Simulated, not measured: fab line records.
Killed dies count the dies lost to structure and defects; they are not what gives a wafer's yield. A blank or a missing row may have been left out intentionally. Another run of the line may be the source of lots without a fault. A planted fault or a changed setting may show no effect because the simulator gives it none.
fab line records	flow berkeley-cmos170	part 1 of 2: steps 1 to 31 of 39
[record] lots = 5	wafers = 15	last-day = 13
route steps=331 shown V1@258 M2@271 V2@292
lots that met no fault: taken from a fault-free run of the same line
start-h: hours from the record's opening day to when the first of the lot's shown wafers began	wait-h: hours since the lot's step before	" same as the row above	L1.1+2: a row that stands for several wafers	- value missing, or start not given	* or withheld: withheld	< > ~ a bound
route shown NAME@n: NAME is a module with steps in the file, n the number in the route of the first one	usual: mean/standard deviation of fault-free wafers	same: alike in all rows	chamber/n: place in a boat	sites: each site's reading	_std_site: standard deviation of those values	_edge_site: the outer-site mean with the inner-site mean subtracted	radius-mm: for every site, how far away it sits from the centre of the wafer	mask NAME#n: copy n	behind: the tool/chamber that last shaped the wafer	hold: why the lot was held/for how many hours/how that ended	device: names the non-switching transistor (n, p or np)	end of line: tests of these same wafers at the route's end	step lacking rows: just its recipe	killed: not the wafer's yield, but the dies lost to structure and defects at the first sort	map: a wafer's dies, marking killed ones x, the rest . and places with no die _
set.NAME: the setting as run; set.NAME@STEP: as run at that earlier step	model.NAME: the simulator's own value behind a step, which no gauge read
lots at selected steps of the route; one table per step, one row per wafer
services: the hour from which a tool's chamber was out of use, counted from the record's first day as start-h (under 0 if before that day), plus the number of hours and why
[[steps]]
[step UCB170_V1_THK_MEAS_04]
[recipe] reads = SiO2_of_V1_CVD_00
[usual] V1_POLISHED_THK = 1000.0/1.3
lot.wafer	tool	chamber	start-h	wait-h	V1_POLISHED_THK[nm]
L076.3	film-metro-02	-	198.62	0.1	999.9
L076.5	"	-	"	"	1001.6
L076.6	"	-	"	"	1001.1
L079.2	film-metro-04	-	213.46	0.1	998.3
L079.3	"	-	"	"	999.7
L079.5	"	-	"	"	997.4
L080.2	film-metro-01	-	216.42	0.1	1001.0
L080.5	"	-	"	"	1000.8
L080.6	"	-	"	"	999.2
L083.1	film-metro-02	-	224.76	0.1	1001.3
L083.4	"	-	"	"	1001.3
L083.6	"	-	"	"	1000.1
L097.3	film-metro-01	-	309.99	0.1	1001.2
L097.5	"	-	"	"	1000.1
L097.6	"	-	"	"	1003.1
[step UCB170_V1_CLEAN_05]
[recipe] chemistry = DIW
lot.wafer	tool	chamber	start-h	wait-h
L076.3+5+6	wet-bench-02	1	198.66	0.0
L079.2+3+5	wet-bench-04	1	214.04	0.6
L080.2+5+6	wet-bench-02	3	216.59	0.2
L083.1+4+6	wet-bench-04	0	224.95	0.2
L097.3+5+6	wet-bench-04	2	311.50	1.5
[step UCB170_V1_HMDS_06]
[recipe] prime-time-s = 60	prime-temp-c = 100
lot.wafer	tool	chamber	start-h	wait-h
L076.3+5+6	litho-track-03	0	198.94	0.1
L079.2+3+5	litho-track-03	0	214.24	0.0
L080.2+5+6	litho-track-03	0	216.79	0.0
L083.1+4+6	litho-track-03	0	225.76	0.6
L097.3+5+6	litho-track-04	0	312.18	0.5
[step UCB170_V1_COAT_07]
[recipe] resist = KrF	spin-rpm = 1500	resist-thk-nm = 900
[usual] spin-speed-rpm = 1500.0/0.94
lot.wafer	tool	chamber	start-h	wait-h	spin-speed-rpm
L076.3	litho-track-03	0	199.09	0.1	1499.6
L076.5	"	0	"	"	1500.6
L076.6	"	0	"	"	1499.3
L079.2	litho-track-03	0	214.39	0.1	1500.9
L079.3	"	0	"	"	1499.7
L079.5	"	0	"	"	1501.4
L080.2	litho-track-03	0	216.94	0.1	1501.2
L080.5	"	0	"	"	1500.0
L080.6	"	0	"	"	1500.6
L083.1	litho-track-03	0	225.91	0.1	1501.4
L083.4	"	0	"	"	1500.1
L083.6	"	0	"	"	1500.5
L097.3	litho-track-04	0	312.33	0.1	1499.9
L097.5	"	0	"	"	1498.3
L097.6	"	0	"	"	1498.8
[step UCB170_V1_SOFTBAKE_08]
[recipe] resist = KrF	temp-c = 130	time-s = 60
lot.wafer	tool	chamber	start-h	wait-h
L076.3+5+6	litho-track-03	0	199.24	0.1
L079.2+3+5	litho-track-03	0	214.54	0.1
L080.2+5+6	litho-track-03	0	217.09	0.1
L083.1+4+6	litho-track-03	0	226.06	0.1
L097.3+5+6	litho-track-04	0	312.48	0.1
[step UCB170_V1_EXPOSE_09]
[recipe] mask-id = VIA1	target-cd-nm = 700	na = 0.5	sigma-outer = 0.6	source-shape = conventional	dose-mj = 37
lot.wafer	tool	chamber	start-h	wait-h	mask
L076.3+5+6	krf-scanner-01	0	199.51	0.2	VIA1#0
L079.2+3+5	krf-scanner-02	0	214.69	0.1	VIA1#0
L080.2+5+6	krf-scanner-01	0	217.24	0.1	VIA1#0
L083.1+4+6	krf-scanner-01	0	226.33	0.2	VIA1#0
L097.3+5+6	krf-scanner-01	0	312.76	0.3	VIA1#0
[step UCB170_V1_PEB_10]
[recipe] peb-temp-c = 130	peb-time-s = withheld	resist = KrF
lot.wafer	tool	chamber	start-h	wait-h
L076.3+5+6	litho-track-03	0	200.29	0.8
L079.2+3+5	litho-track-02	0	214.81	0.1
L080.2+5+6	litho-track-02	0	217.59	0.3
L083.1+4+6	litho-track-02	0	226.45	0.1
L097.3+5+6	litho-track-03	0	313.05	0.3
[step UCB170_V1_DEVELOP_11]
[recipe] developer = TMAH	develop-time-s = 45	resist = KrF	dev-temp-c = 21
lot.wafer	tool	chamber	start-h	wait-h
L076.3+5+6	litho-track-03	0	-	-
L079.2+3+5	litho-track-02	0	-	-
L080.2+5+6	litho-track-02	0	-	-
L083.1+4+6	litho-track-02	0	-	-
L097.3+5+6	litho-track-03	0	-	-
[step UCB170_V1_CD_MEAS_12]
[recipe] target-cd-nm = 700
[usual] cd-nm = 699.5/1.3
lot.wafer	tool	chamber	start-h	wait-h	cd-nm
L076.3	cd-sem-02	-	200.56	-	699.7
L076.5	"	-	"	"	698.1
L076.6	"	-	"	"	699.5
L079.2	cd-sem-01	-	215.08	-	701.0
L079.3	"	-	"	"	702.2
L079.5	"	-	"	"	702.7
L080.2	cd-sem-01	-	217.86	-	701.4
L080.5	"	-	"	"	700.5
L080.6	"	-	"	"	699.6
L083.1	cd-sem-02	-	226.72	-	699.4
L083.4	"	-	"	"	699.1
L083.6	"	-	"	"	700.1
L097.3	cd-sem-01	-	313.32	-	699.9
L097.5	"	-	"	"	700.4
L097.6	"	-	"	"	700.7
[step UCB170_V1_OVL_MEAS_13]
[usual] V1_OVL = 1/5.7
lot.wafer	tool	chamber	start-h	wait-h	V1_OVL[nm]
L076.3	overlay-02	-	200.65	0.1	-2
L076.5	"	-	"	"	1
L076.6	"	-	"	"	1
L079.2	overlay-02	-	215.19	0.1	10
L079.3	"	-	"	"	5
L079.5	"	-	"	"	0
L080.2	overlay-02	-	217.97	0.1	-6
L080.5	"	-	"	"	-2
L080.6	"	-	"	"	-4
L083.1	overlay-01	-	226.84	0.1	-5
L083.4	"	-	"	"	-1
L083.6	"	-	"	"	-7
L097.3	overlay-02	-	313.41	0.1	5
L097.5	"	-	"	"	-1
L097.6	"	-	"	"	-2
[step UCB170_V1_ETCH_14]
[recipe] chemistry = CHF3/CF4/Ar	target = SiO2	stop-on = Al	CHF3_flow_sccm = 45	cf4-flow-sccm = 15	Ar_flow_sccm = 150	pressure-mtorr = 200	rf-w = 700	target-depth-a = 12500	over-etch-frac = 0.2716	time-s = 291
[usual] drypump-motor-current-A = 5.9/0.39	oes-product-au = 0.861/0.012	throttle-valve-pct = 6.92/0.12
lot.wafer	tool	chamber	start-h	wait-h	drypump-motor-current-A	oes-product-au	rf-hours-counter-h	throttle-valve-pct
L076.3	rie-diel-02	0	200.67	0.0	6.4	0.839	38	6.92
L076.5	"	0	"	"	6.4	0.844	-	6.91
L076.6	"	1	"	"	6.2	0.856	-	6.79
L079.2	rie-diel-04	2	215.22	0.0	5.7	0.872	71	6.82
L079.3	"	1	"	"	6.2	0.860	28	6.96
L079.5	"	0	"	"	5.8	0.866	-	6.89
L080.2	rie-diel-03	0	218.00	0.0	5.3	0.886	2	6.67
L080.5	"	3	"	"	5.2	0.856	-	7.00
L080.6	"	2	"	"	4.8	0.871	-	6.76
L083.1	rie-diel-04	1	226.88	0.0	6.2	0.860	28	6.95
L083.4	"	0	"	"	5.8	0.869	1	6.86
L083.6	"	0	"	"	5.8	0.856	-	6.88
L097.3	rie-diel-02	0	313.43	0.0	6.4	0.836	44	6.90
L097.5	"	3	"	"	6.1	0.844	-	7.11
L097.6	"	0	"	"	6.4	0.836	-	6.92
[step UCB170_V1_STRIP_15]
[recipe] chemistry = O2	power-w = 400	pressure-mtorr = 3500	platen-temp-c = withheld	o2-flow-sccm = 400	overash-fraction = 0.5
[usual] drypump-motor-current-A = 5.4/0.57	oes-product-au = 0.721/0.0046	strip-time-to-endpoint-s = 15.31/0.13
[same] overash-fraction = 0.5
lot.wafer	tool	chamber	start-h	wait-h	drypump-motor-current-A	oes-product-au	rf-hours-counter-h	strip-time-to-endpoint-s
L076.3	plasma-asher-01	0	200.88	0.1	5.2	0.721	-	15.26
L076.5	"	0	"	"	5.2	0.726	-	15.34
L076.6	"	1	"	"	4.8	0.720	-	15.37
L079.2	plasma-asher-02	1	215.39	0.1	6.2	0.721	48	15.41
L079.3	"	0	"	"	4.7	0.723	-	15.40
L079.5	"	1	"	"	6.2	0.719	-	15.62
L080.2	plasma-asher-04	1	218.18	0.1	5.3	0.719	11	15.37
L080.5	"	0	"	"	5.9	0.729	-	15.12
L080.6	"	1	"	"	5.3	0.724	-	15.34
L083.1	plasma-asher-01	0	227.06	0.1	5.2	0.726	47	15.45
L083.4	"	1	"	"	4.8	0.718	-	15.48
L083.6	"	0	"	"	5.2	0.725	-	15.53
L097.3	plasma-asher-01	0	313.64	0.1	5.2	0.727	-	15.36
L097.5	"	1	"	"	4.8	0.719	-	15.11
L097.6	"	0	"	"	5.2	0.724	-	15.26
[step UCB170_V1_CD_MEAS_90]
[recipe] target-cd-nm = 700
[usual] cd-nm = 699.4/1.4
lot.wafer	tool	chamber	start-h	wait-h	cd-nm
L076.3	cd-sem-01	-	200.99	0.1	699.5
L076.5	"	-	"	"	697.9
L076.6	"	-	"	"	698.6
L079.2	cd-sem-02	-	215.51	0.1	700.0
L079.3	"	-	"	"	701.9
L079.5	"	-	"	"	701.2
L080.2	cd-sem-01	-	218.30	0.1	700.5
L080.5	"	-	"	"	700.9
L080.6	"	-	"	"	699.7
L083.1	cd-sem-02	-	227.16	0.1	699.0
L083.4	"	-	"	"	698.7
L083.6	"	-	"	"	699.2
L097.3	cd-sem-01	-	313.75	0.1	700.7
L097.5	"	-	"	"	700.5
L097.6	"	-	"	"	701.0
[step UCB170_M2_PRE_CLEAN_00]
[recipe] gas = Ar	preclean-etch-time-s = 60
lot.wafer	tool	chamber	start-h	wait-h
L076.3+5+6	pvd-sputter-03	-	201.07	0.1
L079.2+3+5	pvd-sputter-03	-	215.61	0.1
L080.2+5+6	pvd-sputter-03	-	218.40	0.1
L083.1+4+6	pvd-sputter-03	-	227.28	0.1
L097.3+5+6	pvd-sputter-03	-	313.83	0.1
[step UCB170_M2_SPUTTER_01]
[recipe] material = Al	target-thk-nm = 900	time-s = 120	power-w = 6000	chamber-pressure-pa = 0.5
[usual] throttle-valve-pct = 30.2/1
lot.wafer	tool	chamber	start-h	wait-h	throttle-valve-pct
L076.3	pvd-sputter-03	-	201.14	0.0	30.7
L076.5	"	-	"	"	30.0
L076.6	"	-	"	"	29.0
L079.2	pvd-sputter-03	-	215.68	0.0	29.9
L079.3	"	-	"	"	28.7
L079.5	"	-	"	"	31.2
L080.2	pvd-sputter-03	-	218.46	0.0	29.9
L080.5	"	-	"	"	30.2
L080.6	"	-	"	"	30.0
L083.1	pvd-sputter-03	-	227.34	0.0	29.9
L083.4	"	-	"	"	28.9
L083.6	"	-	"	"	28.8
L097.3	pvd-sputter-03	-	313.90	0.0	30.0
L097.5	"	-	"	"	30.0
L097.6	"	-	"	"	30.2
[step UCB170_M2_RS_MEAS_02]
[recipe] thk-meas-gauge = four-point-probe	reads = Al_of_M2_SPUTTER_01
[usual] M2_AL_RS = 0.0322/0.00037
lot.wafer	tool	chamber	start-h	wait-h	M2_AL_RS[ohm/sq]
L076.3	film-metro-01	-	201.26	0.1	0.0317
L076.5	"	-	"	"	0.0319
L076.6	"	-	"	"	0.0318
L079.2	film-metro-03	-	215.78	0.1	0.0329
L079.3	"	-	"	"	0.0328
L079.5	"	-	"	"	0.0322
L080.2	film-metro-03	-	218.57	0.1	0.0323
L080.5	"	-	"	"	0.0321
L080.6	"	-	"	"	0.0323
L083.1	film-metro-03	-	227.43	0.0	0.0319
L083.4	"	-	"	"	0.0320
L083.6	"	-	"	"	0.0319
L097.3	film-metro-02	-	314.02	0.1	0.0323
L097.5	"	-	"	"	0.0325
L097.6	"	-	"	"	0.0324
[step UCB170_M2_THK_MEAS_03]
[recipe] thk-meas-gauge = xrf	reads = Al_of_M2_SPUTTER_01
[usual] M2_AL_THK = 903/10
lot.wafer	tool	chamber	start-h	wait-h	M2_AL_THK[nm]
L076.3	film-metro-01	-	201.36	0.1	911
L076.5	"	-	"	"	907
L076.6	"	-	"	"	905
L079.2	film-metro-03	-	215.89	0.1	883
L079.3	"	-	"	"	887
L079.5	"	-	"	"	902
L080.2	film-metro-03	-	218.68	0.1	899
L080.5	"	-	"	"	910
L080.6	"	-	"	"	905
L083.1	film-metro-03	-	227.55	0.1	914
L083.4	"	-	"	"	912
L083.6	"	-	"	"	921
L097.3	film-metro-02	-	314.12	0.1	904
L097.5	"	-	"	"	899
L097.6	"	-	"	"	903
[step UCB170_M2_HMDS_04]
[recipe] prime-time-s = 60	prime-temp-c = 100
lot.wafer	tool	chamber	start-h	wait-h
L076.3+5+6	litho-track-01	0	201.64	0.3
L079.2+3+5	litho-track-04	0	215.97	0.1
L080.2+5+6	litho-track-04	0	218.75	0.1
L083.1+4+6	litho-track-01	0	227.67	0.1
L097.3+5+6	litho-track-02	0	314.21	0.1
[step UCB170_M2_COAT_05]
[recipe] resist = KrF	spin-rpm = 1500	resist-thk-nm = 900
[usual] spin-speed-rpm = 1500.1/1
lot.wafer	tool	chamber	start-h	wait-h	spin-speed-rpm
L076.3	litho-track-01	0	201.79	0.1	1502.1
L076.5	"	0	"	"	1501.2
L076.6	"	0	"	"	1499.2
L079.2	litho-track-04	0	216.12	0.1	1498.9
L079.3	"	0	"	"	1499.7
L079.5	"	0	"	"	1499.2
L080.2	litho-track-04	0	218.90	0.1	1501.7
L080.5	"	0	"	"	1502.1
L080.6	"	0	"	"	1500.2
L083.1	litho-track-01	0	227.82	0.1	1500.2
L083.4	"	0	"	"	1498.4
L083.6	"	0	"	"	1500.7
L097.3	litho-track-02	0	314.36	0.1	1499.9
L097.5	"	0	"	"	1500.5
L097.6	"	0	"	"	1499.8
[step UCB170_M2_SOFTBAKE_06]
[recipe] resist = KrF	temp-c = 130	time-s = 60
lot.wafer	tool	chamber	start-h	wait-h
L076.3+5+6	litho-track-01	0	201.94	0.1
L079.2+3+5	litho-track-04	0	216.27	0.1
L080.2+5+6	litho-track-04	0	219.05	0.1
L083.1+4+6	litho-track-01	0	227.97	0.1
L097.3+5+6	litho-track-02	0	314.51	0.1
[step UCB170_M2_STRIP_07]
[recipe] chemistry = O2	power-w = 400	pressure-mtorr = 3500	platen-temp-c = withheld	o2-flow-sccm = 400	overash-fraction = 0.5
[usual] drypump-motor-current-A = 5.7/0.64	oes-product-au = 0.734/0.0048	strip-time-to-endpoint-s = 21.96/0.07
[same] overash-fraction = 0.5
lot.wafer	tool	chamber	start-h	wait-h	drypump-motor-current-A	oes-product-au	rf-hours-counter-h	strip-time-to-endpoint-s
L076.3	plasma-asher-02	0	202.08	0.1	4.7	0.735	-	21.98
L076.5	"	1	"	"	6.2	0.733	-	21.95
L076.6	"	0	"	"	4.7	0.733	-	21.91
L079.2	plasma-asher-02	1	216.39	0.1	6.2	0.742	48	21.93
L079.3	"	0	"	"	4.7	0.732	-	21.92
L079.5	"	1	"	"	6.2	0.739	-	21.85
L080.2	plasma-asher-02	0	219.18	0.1	4.7	0.743	49	22.06
L080.5	"	0	"	"	4.7	0.737	-	22.00
L080.6	"	1	"	"	6.3	0.743	-	22.03
L083.1	plasma-asher-03	1	228.12	0.1	6.4	0.733	45	22.01
L083.4	"	0	"	"	5.7	0.733	-	21.99
L083.6	"	0	"	"	5.7	0.739	-	22.01
L097.3	plasma-asher-02	0	314.64	0.1	4.7	0.729	-	21.92
L097.5	"	1	"	"	6.2	0.733	-	21.95
L097.6	"	0	"	"	4.7	0.729	-	21.87
[step UCB170_M2_STRIP_08]
[recipe] chemistry = DMSO	temp-c = 80	time-s = 600	material = KrF
[usual] temp-c = 80.02/0.12
lot.wafer	tool	chamber	start-h	wait-h	temp-c
L076.3	wet-bench-01	0	202.14	0.0	80.01
L076.5	"	0	"	"	79.97
L076.6	"	0	"	"	80.02
L079.2	wet-bench-01	3	216.49	0.1	80.16
L079.3	"	3	"	"	79.95
L079.5	"	3	"	"	79.90
L080.2	wet-bench-01	3	219.53	0.3	80.08
L080.5	"	3	"	"	80.12
L080.6	"	3	"	"	80.05
L083.1	wet-bench-01	3	228.22	0.1	79.86
L083.4	"	3	"	"	79.95
L083.6	"	3	"	"	79.92
L097.3	wet-bench-01	0	314.71	0.0	80.06
L097.5	"	0	"	"	80.02
L097.6	"	0	"	"	80.08
[step UCB170_M2_COAT_09]
[recipe] resist = BARC	temp-c = withheld	time-s = withheld	spin-rpm = 3000	resist-thk-nm = withheld
[usual] spin-speed-rpm = 3000.3/1.7
lot.wafer	tool	chamber	start-h	wait-h	spin-speed-rpm
L076.3	litho-track-01	0	202.82	0.5	3003.9
L076.5	"	0	"	"	3000.4
L076.6	"	0	"	"	2998.8
L079.2	litho-track-01	0	216.69	0.0	2999.4
L079.3	"	0	"	"	2997.4
L079.5	"	0	"	"	2998.9
L080.2	litho-track-04	0	219.73	0.0	2999.7
L080.5	"	0	"	"	2998.2
L080.6	"	0	"	"	2997.6
L083.1	litho-track-02	0	228.41	0.0	3000.6
L083.4	"	0	"	"	3003.1
L083.6	"	0	"	"	2999.3
L097.3	litho-track-02	0	315.11	0.2	3002.9
L097.5	"	0	"	"	3001.3
L097.6	"	0	"	"	3002.8
[step UCB170_M2_COAT_10]
[recipe] resist = KrF	spin-rpm = 1500	resist-thk-nm = 900
[usual] spin-speed-rpm = 1500.0/0.93
lot.wafer	tool	chamber	start-h	wait-h	spin-speed-rpm
L076.3	litho-track-01	0	-	-	1501.0
L076.5	"	0	"	"	1499.7
L076.6	"	0	"	"	1500.6
L079.2	litho-track-01	0	-	-	1501.1
L079.3	"	0	"	"	1499.9
L079.5	"	0	"	"	1496.7
L080.2	litho-track-04	0	-	-	1498.2
L080.5	"	0	"	"	1499.9
L080.6	"	0	"	"	1500.7
L083.1	litho-track-02	0	-	-	1500.0
L083.4	"	0	"	"	1499.4
L083.6	"	0	"	"	1499.5
L097.3	litho-track-02	0	-	-	1499.8
L097.5	"	0	"	"	1500.8
L097.6	"	0	"	"	1500.7
[step UCB170_M2_SOFTBAKE_11]
[recipe] resist = KrF	temp-c = 130	time-s = 58.01
lot.wafer	tool	chamber	start-h	wait-h
L076.3+5+6	litho-track-01	0	-	-
L079.2+3+5	litho-track-01	0	-	-
L080.2+5+6	litho-track-04	0	-	-
L083.1+4+6	litho-track-02	0	-	-
L097.3+5+6	litho-track-02	0	-	-
[step UCB170_M2_EXPOSE_12]
[recipe] mask-id = METAL2	target-cd-nm = 700	na = 0.5	sigma-outer = 0.6	source-shape = conventional	dose-mj = 26
lot.wafer	tool	chamber	start-h	wait-h	mask
L076.3+5+6	krf-scanner-02	0	203.38	-	METAL2#0
L079.2+3+5	krf-scanner-01	0	217.35	-	METAL2#0
L080.2+5+6	krf-scanner-02	0	220.18	-	METAL2#0
L083.1+4+6	krf-scanner-02	0	228.98	-	METAL2#0
L097.3+5+6	krf-scanner-02	0	315.58	-	METAL2#0
[step UCB170_M2_PEB_13]
[recipe] peb-temp-c = 130	peb-time-s = withheld	resist = KrF
lot.wafer	tool	chamber	start-h	wait-h
L076.3+5+6	litho-track-04	0	203.72	0.3
L079.2+3+5	litho-track-01	0	217.47	0.1
L080.2+5+6	litho-track-04	0	220.63	0.4
L083.1+4+6	litho-track-04	0	229.10	0.1
L097.3+5+6	litho-track-02	0	315.71	0.1
[step UCB170_M2_DEVELOP_14]
[recipe] developer = TMAH	develop-time-s = 45	resist = KrF	dev-temp-c = 21
lot.wafer	tool	chamber	start-h	wait-h
L076.3+5+6	litho-track-04	0	-	-
L079.2+3+5	litho-track-01	0	-	-
L080.2+5+6	litho-track-04	0	-	-
L083.1+4+6	litho-track-04	0	-	-
L097.3+5+6	litho-track-02	0	-	-
[step UCB170_M2_CD_MEAS_15]
[recipe] target-cd-nm = 700
[usual] cd-nm = 700.6/1.4
lot.wafer	tool	chamber	start-h	wait-h	cd-nm
L076.3	cd-sem-01	-	203.99	-	700.7
L076.5	"	-	"	"	700.2
L076.6	"	-	"	"	700.4
L079.2	cd-sem-02	-	217.74	-	699.6
L079.3	"	-	"	"	701.9
L079.5	"	-	"	"	699.9
L080.2	cd-sem-02	-	220.90	-	697.6
L080.5	"	-	"	"	699.0
L080.6	"	-	"	"	698.6
L083.1	cd-sem-02	-	229.37	-	700.4
L083.4	"	-	"	"	700.0
L083.6	"	-	"	"	700.9
L097.3	cd-sem-01	-	315.98	-	700.7
L097.5	"	-	"	"	702.5
L097.6	"	-	"	"	700.1
[step UCB170_M2_OVL_MEAS_16]
[usual] M2_OVL = 2/6.2
lot.wafer	tool	chamber	start-h	wait-h	M2_OVL[nm]
L076.3	overlay-02	-	204.08	0.1	15
L076.5	"	-	"	"	6
L076.6	"	-	"	"	-2
L079.2	overlay-02	-	217.85	0.1	-2
L079.3	"	-	"	"	-5
L079.5	"	-	"	"	-3
L080.2	overlay-02	-	221.01	0.1	-3
L080.5	"	-	"	"	-5
L080.6	"	-	"	"	2
L083.1	overlay-01	-	229.49	0.1	6
L083.4	"	-	"	"	7
L083.6	"	-	"	"	9
L097.3	overlay-01	-	316.07	0.1	1
L097.5	"	-	"	"	0
L097.6	"	-	"	"	-2
[step UCB170_M2_ETCH_17]
[recipe] chemistry = N2/H2	target-depth-a = withheld	overetch-a = withheld	target = BARC	time-s = withheld	source-w = 500	bias-w = 100	pressure-mtorr = 30	n2-flow-sccm = 100	h2-flow-sccm = 200
[usual] drypump-motor-current-A = 5.5/0.44	oes-product-au = 0.999/0.017	throttle-valve-pct = 13.25/0.2
lot.wafer	tool	chamber	start-h	wait-h	drypump-motor-current-A	oes-product-au	throttle-valve-pct
L076.3	rie-diel-01	3	204.11	0.0	5.7	1.025	13.66
L076.5	"	2	"	"	4.7	1.000	13.08
L076.6	"	3	"	"	5.7	1.033	13.65
L079.2	rie-diel-01	2	217.88	0.0	4.7	0.987	13.06
L079.3	"	2	"	"	4.7	1.005	13.08
L079.5	"	2	"	"	4.7	0.990	13.06
L080.2	rie-diel-03	2	221.04	0.0	4.8	1.006	13.03
L080.5	"	1	"	"	5.9	0.987	13.58
L080.6	"	2	"	"	4.8	1.013	13.04
L083.1	rie-diel-04	0	229.53	0.0	5.8	0.975	13.17
L083.4	"	2	"	"	5.7	0.987	13.16
L083.6	"	2	"	"	5.7	0.999	13.15
L097.3	rie-diel-01	3	316.09	0.0	5.7	1.029	13.66
L097.5	"	0	"	"	5.5	1.003	13.05
L097.6	"	3	"	"	5.7	1.020	13.64
